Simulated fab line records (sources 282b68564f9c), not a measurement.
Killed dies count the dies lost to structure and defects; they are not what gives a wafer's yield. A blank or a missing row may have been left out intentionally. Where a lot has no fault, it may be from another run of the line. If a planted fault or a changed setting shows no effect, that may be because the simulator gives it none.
Comparing a struck lot with a sound one    flow ritCmos    45 steps out of a route of 202
Sound: these wafers, L535.1, L535.2, L535.6. Wafers struck: L543.1, L543.2, L543.5. The cause is given at the end.
For every step that has rows: the tool of each side, followed by ch and its chambers, followed by its first start. Under that, the readings that differ: sound wafers    struck wafers    difference of the means    sigmas: that difference in standard deviations of wafers without a fault.
alike: readings with means less than 2 such deviations apart, plus words and numbers identical on both sides. not compared: withheld readings, readings lacking a value on some wafer, bounds such as >300 that could conceal the same value, and numbers that have no deviation in the record and whose values overlap.
Wherever a step has rows on one side only, a row that says differs or no value, or a row with sigmas, the two part there. Numbers that have no deviation but don't overlap get no sigmas and don't part them. Lack of a reading on every wafer of one side parts them only where that side has two or more wafers.

first, 1 step without rows for these wafers: RIT_ACTIVE_DEVELOP_10 (develop time 50 s).
RIT_ACTIVE_CD_MEAS_11: the cd target is 1400 nm.
  struck on cdSem-02, day 3 07:18; sound on cdSem-02, day 1 14:34
  alike: cdNm
then, 1 step without rows for these wafers: RIT_ACTIVE_HARDBAKE_12 (time 60 s).
RIT_ACTIVE_ETCH_13: etches Si3N4 in SF6, stops on SiO2, time 210 s, target depth 210 nm.
  sound on rieDiel-03 ch 0,1,3, day 1 14:50; struck on rieDiel-02 ch 0,1,3, day 3 07:34
  alike: drypumpMotorCurrentA, oesProductAu, throttleValvePct
  not compared: rfHoursCounterH
RIT_ACTIVE_STRIP_14: strips in O2, time 180 s.
  sound on plasmaAsher-01 ch 0,1, day 1 14:58; struck on plasmaAsher-03 ch 0,1, day 3 07:42
  alike: drypumpMotorCurrentA
  not compared: rfHoursCounterH
RIT_ACTIVE_CD_MEAS_90: the cd target is 1400 nm.
  struck on cdSem-02, day 3 07:53; sound on cdSem-01, day 1 15:08
  alike: cdNm
then, 4 steps without rows for these wafers: RIT_ACTIVE_CLEAN_15 (cleans in SC1, time 600 s); RIT_ACTIVE_CLEAN_16 (cleans in dHF, time 30 s); RIT_ACTIVE_CLEAN_17 (cleans in SC2, time 600 s); RIT_FOX1_OXIDATION_00 (target thk 350.7 nm, ox time 1130 s).
RIT_FOX1_THK_MEAS_01:
  struck on filmMetro-03, day 3 10:33; sound on filmMetro-04, day 1 17:12
  alike: FOX1_OXIDE_THK
then, 1 step without rows for these wafers: RIT_FOX1_WET_ETCH_02 (etches SiO2 in BOE, target depth 350 nm, time 390 s).
RIT_FOX2_OXIDATION_00: target thk 350.7 nm, ox time 1130 s.
  sound on furnace-03 ch 0, day 1 17:23; struck on furnace-03 ch 0, day 3 10:44
reading                                     sound                 struck                difference  sigmas
spikeTcCentreC (C)                          1105.3 1104.7 1104.5  1135.9 1138.7 1136.0  +32.0       +27
spikeTcLoadC (C)                            1124 1126 1125        1160 1160 1160        +35         +12
spikeTcSourceC (C)                          1125.9 1127.2 1124.7  1159.0 1161.2 1158.8  +33.7       +11
tubeCenterTempC (C)                         1099.9 1099.9 1100.1  1133.6 1133.3 1133.5  +33.5       +99 or more
tube_center_temp_C_max                      1102.4 1102.3 1103.7  1136.5 1137.2 1136.7  +34.0       +74
model.SiO2_of_FOX2_OXIDATION_00.thkNm (nm)  325.6 327 329.1       415.4 417.7 411       +87.5       
  alike: zonePowerSourcePct
RIT_FOX2_THK_MEAS_01:
  struck on filmMetro-03, day 3 12:04; sound on filmMetro-04, day 1 18:42
reading              sound        struck       difference  sigmas
FOX2_OXIDE_THK (nm)  326 327 329  415 418 411  +87         +11
then, 2 steps without rows for these wafers: RIT_FOX2_CLEAN_02 (cleans in dHF, time 180 s); RIT_FOX2_WET_ETCH_03 (etches Si3N4 in H3PO4, target depth 195 nm, time 2700 s).
RIT_FOX2_THK_MEAS_90:
  struck on filmMetro-01, day 3 12:56; sound on filmMetro-04, day 1 19:35
reading                      sound        struck       difference  sigmas
FIELD_OXIDE_LEFT_1_THK (nm)  297 299 301  388 391 384  +89         +11
then, 6 steps without rows for these wafers: RIT_NWELL_HMDS_00 (prime time 60 s); RIT_NWELL_COAT_01 (resist thk 1300 nm); RIT_NWELL_SOFTBAKE_02 (time 60 s); RIT_NWELL_EXPOSE_03 (exposes mask M2, target cd 43900 nm); RIT_NWELL_PEB_04; RIT_NWELL_DEVELOP_05 (develop time 68 s).
RIT_NWELL_OVL_MEAS_06:
  struck on overlay-02, day 3 14:19; sound on overlay-01, day 1 20:31
  alike: NWELL_OVL
then, 2 steps without rows for these wafers: RIT_NWELL_HARDBAKE_07 (time 120 s); RIT_NWELL_IMPLANT_08.
RIT_NWELL_STRIP_09: strips in O2, time 180 s.
  sound on plasmaAsher-01 ch 0,1, day 1 21:04; struck on plasmaAsher-02 ch 0,1, day 3 14:46
  alike: drypumpMotorCurrentA
  not compared: rfHoursCounterH
RIT_NWELL_TW_MEAS_10:
  struck on filmMetro-02, day 3 14:56; sound on filmMetro-04, day 1 21:14
reading   sound           struck          difference  sigmas
NWELL_TW  2182 2183 2183  2131 2127 2125  -55         -3
then, 6 steps without rows for these wafers: RIT_PWELL_HMDS_00 (prime time 60 s); RIT_PWELL_COAT_01 (resist thk 1300 nm); RIT_PWELL_SOFTBAKE_02 (time 60 s); RIT_PWELL_EXPOSE_03 (exposes mask M3, target cd 43700 nm); RIT_PWELL_PEB_04; RIT_PWELL_DEVELOP_05 (develop time 68 s).
RIT_PWELL_OVL_MEAS_06:
  struck on overlay-02, day 3 16:00; sound on overlay-01, day 1 22:22
reading         sound           struck       difference  sigmas
PWELL_OVL (nm)  -2.3 -2.1 -2.8  1.0 0.9 0.1  +3.1        +2
then, 2 steps without rows for these wafers: RIT_PWELL_HARDBAKE_07 (time 120 s); RIT_PWELL_IMPLANT_08.
RIT_PWELL_STRIP_09: strips in O2, time 180 s.
  sound on plasmaAsher-03 ch 0,1, day 1 22:48; struck on plasmaAsher-01 ch 0,1, day 3 16:26
  alike: drypumpMotorCurrentA
  not compared: rfHoursCounterH
RIT_PWELL_TW_MEAS_10:
  struck on filmMetro-02, day 3 16:37; sound on filmMetro-01, day 1 22:58
reading   sound        struck       difference  sigmas
PWELL_TW  959 963 962  939 938 942  -22         -3
then, 1 step without rows for these wafers: RIT_WELLDRIVE_ANNEAL_00 (time 14700 s).
RIT_WELLDRIVE_RS_MEAS_01: measures by four-point-probe.
  struck on filmMetro-04, day 3 21:45; sound on filmMetro-04, day 2 04:35
  alike: NWELL_RS
RIT_WELLDRIVE_RS_MEAS_02: measures by four-point-probe.
  struck on filmMetro-04, day 3 21:52; sound on filmMetro-04, day 2 04:42
  alike: PWELL_RS
RIT_FOX2_THK_MEAS_91:
  struck on filmMetro-04, day 4 01:39; sound on filmMetro-01, day 2 08:29
reading                      sound        struck       difference  sigmas
FIELD_OXIDE_LEFT_2_THK (nm)  230 231 233  320 322 315  +88         +11
RIT_SILICIDE_WET_ETCH_00: etches SiO2 in BOE, target depth 14 nm, time 15 s.
  sound on wetBench-03 ch 0, day 3 02:46; struck on wetBench-02 ch 3, day 4 18:47
reading                                     sound              struck           difference  sigmas
model.SiO2_of_FOX2_OXIDATION_00.thkNm (nm)  124.7 125.4 128.7  214.6 216.4 211  +87.7       
RIT_M1_PROBE_99:
  struck on prober-01, day 5 02:40; sound on prober-01, day 3 10:49
reading                            sound              struck             difference  sigmas
model.etest.pldd.widthNm (nm)      3189 3189 3177     3078 3079 3076     -107        
model.etest.nldd.widthNm (nm)      3182 3189 3179     3083 3084 3080     -101        
model.etest.pplusSal.widthNm (nm)  3460 3455 3428     3396 3400 3383     -55         
model.etest.nplusSal.widthNm (nm)  3450 3447 3449     3406 3406 3367     -56         
model.etest.pwell.rsOhmSq          409.3 405.6 410.2  428.7 436.5 430.6  +23.6       
model.etest.fieldN.vtV (V)         31.24 31.41 31.8   42.76 42.95 42.25  +11.17      
model.etest.pmosNarrow.driveUaUm   95.31 97.97 99.32  91.01 90.06 91.35  -6.73       
  alike: killedAtFrontEnd, killedDies, killedOnRim, killedOpen, killedShort
  not compared: model.etest.nmosNarrow.driveUaUm

== WHERE THEY PART ==
First at RIT_FOX2_OXIDATION_00; last, within this record, at RIT_FOX2_THK_MEAS_91. Later steps at which nothing parts them and some readings are alike: RIT_M1_PROBE_99.

WHY: the cause the simulator had injected
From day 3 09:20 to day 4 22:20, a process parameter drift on furnace-03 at RIT_FOX2_OXIDATION_00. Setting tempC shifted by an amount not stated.
